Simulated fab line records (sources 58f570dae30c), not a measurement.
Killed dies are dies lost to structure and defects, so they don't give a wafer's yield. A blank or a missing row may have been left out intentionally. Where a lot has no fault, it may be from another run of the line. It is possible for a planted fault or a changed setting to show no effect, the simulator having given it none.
Which of the tools did it? | flow berkeley-cmos170 | 42 wafers from 14 lots sampled at 4 of the route's 331 steps

## WHAT EACH GAUGE READ, for each wafer
UCB170_SDANNEAL_RS_MEAS_03: measurement is done with a four-point probe.
lot  | measured     | on            | NSD_RS (ohm/sq)
L189 | day 8 10:40  | film-metro-01 | 37.46 37.53 37.62
L186 | day 8 11:02  | film-metro-04 | 37.55 37.65 37.63
L188 | day 8 11:55  | film-metro-04 | 37.59 37.67 37.70
L191 | day 8 20:29  | film-metro-04 | 37.70 37.71 37.63
L193 | day 9 04:30  | film-metro-01 | 37.55 37.61 37.62
L195 | day 9 18:35  | film-metro-04 | 37.46 37.41 37.47
L196 | day 9 19:34  | film-metro-01 | 37.59 37.65 37.77
L200 | day 10 05:26 | film-metro-01 | 37.57 37.63 37.58
L199 | day 10 05:32 | film-metro-04 | 37.73 37.75 37.67
L203 | day 11 11:50 | film-metro-03 | 37.55 37.57 37.55
L206 | day 11 12:02 | film-metro-01 | 37.63 37.64 37.66
L205 | day 11 12:47 | film-metro-01 | 37.57 37.63 37.45
L204 | day 11 12:57 | film-metro-03 | 37.61 37.57 37.64
L207 | day 12 04:30 | film-metro-04 | 37.64 37.51 37.56

UCB170_M1_CD_MEAS_09 targets a cd of 700 nm.
lot  | measured     | on        | cd-nm (nm)
L189 | day 8 18:44  | cd-sem-02 | 699.7 700.9 701.4
L186 | day 8 19:42  | cd-sem-01 | 699.8 699.2 699.6
L188 | day 8 20:38  | cd-sem-02 | 703.1 701.7 703.9
L191 | day 9 05:20  | cd-sem-01 | 698.0 699.0 697.6
L193 | day 9 14:34  | cd-sem-01 | 699.8 701.0 700.9
L195 | day 10 02:00 | cd-sem-02 | 699.6 700.2 700.2
L196 | day 10 05:31 | cd-sem-01 | 699.9 700.0 699.3
L200 | day 10 14:50 | cd-sem-01 | 697.7 699.1 697.1
L199 | day 10 15:25 | cd-sem-02 | 700.1 699.0 699.3
L203 | day 11 19:16 | cd-sem-02 | 701.1 699.4 700.2
L206 | day 11 19:31 | cd-sem-02 | 699.1 698.2 698.7
L205 | day 11 20:52 | cd-sem-01 | 699.5 699.3 698.2
L204 | day 11 20:29 | cd-sem-02 | 699.2 700.3 700.4
L207 | day 12 12:35 | cd-sem-01 | 698.2 698.3 697.6

UCB170_V1_CD_MEAS_12 targets a cd of 700 nm.
lot  | measured     | on        | cd-nm (nm)
L189 | day 8 23:14  | cd-sem-02 | 700.6 698.6 700.1
L186 | day 9 01:11  | cd-sem-01 | 699.9 699.0 699.5
L188 | day 9 03:08  | cd-sem-01 | 701.2 702.2 701.7
L191 | day 9 09:19  | cd-sem-02 | 701.2 701.6 699.5
L193 | day 9 19:02  | cd-sem-02 | 699.1 698.8 700.7
L195 | day 10 06:21 | cd-sem-01 | 699.7 700.0 700.7
L196 | day 10 09:17 | cd-sem-02 | 698.6 698.9 699.0
L200 | day 10 19:50 | cd-sem-02 | 701.3 699.4 698.7
L199 | day 10 21:57 | cd-sem-01 | 700.9 702.1 702.4
L203 | day 11 23:15 | cd-sem-01 | 699.1 700.0 699.7
L206 | day 12 01:14 | cd-sem-02 | 698.6 699.0 698.4
L205 | day 12 02:33 | cd-sem-02 | 701.1 699.9 701.4
L204 | day 12 02:23 | cd-sem-01 | 698.6 700.2 699.1
L207 | day 12 19:32 | cd-sem-01 | 698.3 698.0 698.4

## EACH LOT AND THE TOOL THAT RAN IT (in order: tool; ch and the chambers of the sampled wafers; start)
lot  | UCB170_M1_METAL_ETCH_12
L189 | rie-metal-01 ch 0,1, day 8 18:55
L186 | rie-metal-03 ch 0,1, day 8 19:53
L188 | rie-metal-03 ch 0,1, day 8 20:49
L191 | rie-metal-03 ch 0,1, day 9 05:32
L193 | rie-metal-03 ch 0,1, day 9 14:46
L195 | rie-metal-03 ch 0,1, day 10 02:12
L196 | rie-metal-02 ch 0,1, day 10 05:41
L200 | rie-metal-01 ch 0,1, day 10 15:01
L199 | rie-metal-01 ch 0,1, day 10 15:37
L203 | rie-metal-01 ch 0,1, day 11 19:28
L206 | rie-metal-02 ch 0,1, day 11 19:43
L205 | rie-metal-02 ch 0,1, day 11 21:04
L204 | rie-metal-01 ch 0, day 11 20:40
L207 | rie-metal-01 ch 0,1, day 12 12:46
- UCB170_M1_METAL_ETCH_12: etches Al in Cl2/BCl3, stops on PSG, target depth 780 nm, time 130 s.

## WHAT THE TOOLS THEMSELVES READ (means of the sampled wafers that have a number; where no wafer has one, the mark that the record gives instead)
UCB170_M1_METAL_ETCH_12.
lot  | tool         | drypump-motor-current-A (A) | he-backside-leak-sccm (sccm) | oes-product-au (a.u.) | run-length-s (s) | throttle-valve-pct (%)
L189 | rie-metal-01 | 6.1                         | 3.24                         | 0.847                 | 158.4            | 24.14
L186 | rie-metal-03 | 5.2                         | 3.21                         | 0.857                 | 158.0            | 24.47
L188 | rie-metal-03 | 5.2                         | 3.31                         | 0.849                 | 158.1            | 24.46
L191 | rie-metal-03 | 5.2                         | 3.23                         | 0.844                 | 158.4            | 24.47
L193 | rie-metal-03 | 5.6                         | 3.30                         | 0.875                 | 155.1            | 24.47
L195 | rie-metal-03 | 5.6                         | 3.38                         | 0.886                 | 155.3            | 24.47
L196 | rie-metal-02 | 5.5                         | 3.34                         | 0.871                 | 157.9            | 24.27
L200 | rie-metal-01 | 6.1                         | 3.31                         | 0.848                 | 158.4            | 24.13
L199 | rie-metal-01 | 6.1                         | 3.35                         | 0.846                 | 158.3            | 24.12
L203 | rie-metal-01 | 6.1                         | 3.30                         | 0.849                 | 158.1            | 24.12
L206 | rie-metal-02 | 5.5                         | 3.33                         | 0.865                 | 157.9            | 24.27
L205 | rie-metal-02 | 5.7                         | 3.20                         | 0.846                 | 157.8            | 24.35
L204 | rie-metal-01 | 6.4                         | 3.31                         | 0.869                 | 157.9            | 24.11
L207 | rie-metal-01 | 6.2                         | 3.33                         | 0.858                 | 158.1            | 24.12

## THE ANSWER, worked out from the rows above alone
Rule: the lots themselves supply what counts as usual. Put in order of their means at a reading, lots are off if they are a third of the lots or fewer, leave a main group of 4 or more, and stand apart from it by a gap of 3 or more times the standard deviation of the main group's means; of several such gaps the widest counts. Not used: any main group whose means are identical at the precision the tables above print for the reading. Also off: a lot with no number at a reading for which 4 or more lots have one. All remaining lots with rows at the step are treated as sound. After the gauges, taken in route order, come the tools' own readings; for these a lot's mean is taken, as printed above. The first step at which some lot is off is used, and at that step the reading that is off furthest; a lot without a number counts as furthest.
Off, at UCB170_M1_METAL_ETCH_12 on run-length-s: L193, L195. The main group: mean 158.1 s, standard deviation 0.21.
A tool fits if, at that step or a process step before it, it ran every lot that is off, and no sound lot after the first of them. One fits: UCB170_M1_METAL_ETCH_12 on rie-metal-03. Its last sound lot is L191 (day 9 05:32), its first lot that is off L193 (day 9 14:46): a fault that began between those two fits.
On the lots that are off, the tool's own readings at UCB170_M1_METAL_ETCH_12 differ by more than 5 times the standard deviation of the sound lots' means, which bears it out; run-length-s reads 155.2 s there versus 158.1 s on the sound lots.

## WHAT THE SIMULATOR PUT IN
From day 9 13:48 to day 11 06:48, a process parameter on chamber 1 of rie-metal-03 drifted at UCB170_M1_METAL_ETCH_12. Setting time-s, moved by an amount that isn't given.
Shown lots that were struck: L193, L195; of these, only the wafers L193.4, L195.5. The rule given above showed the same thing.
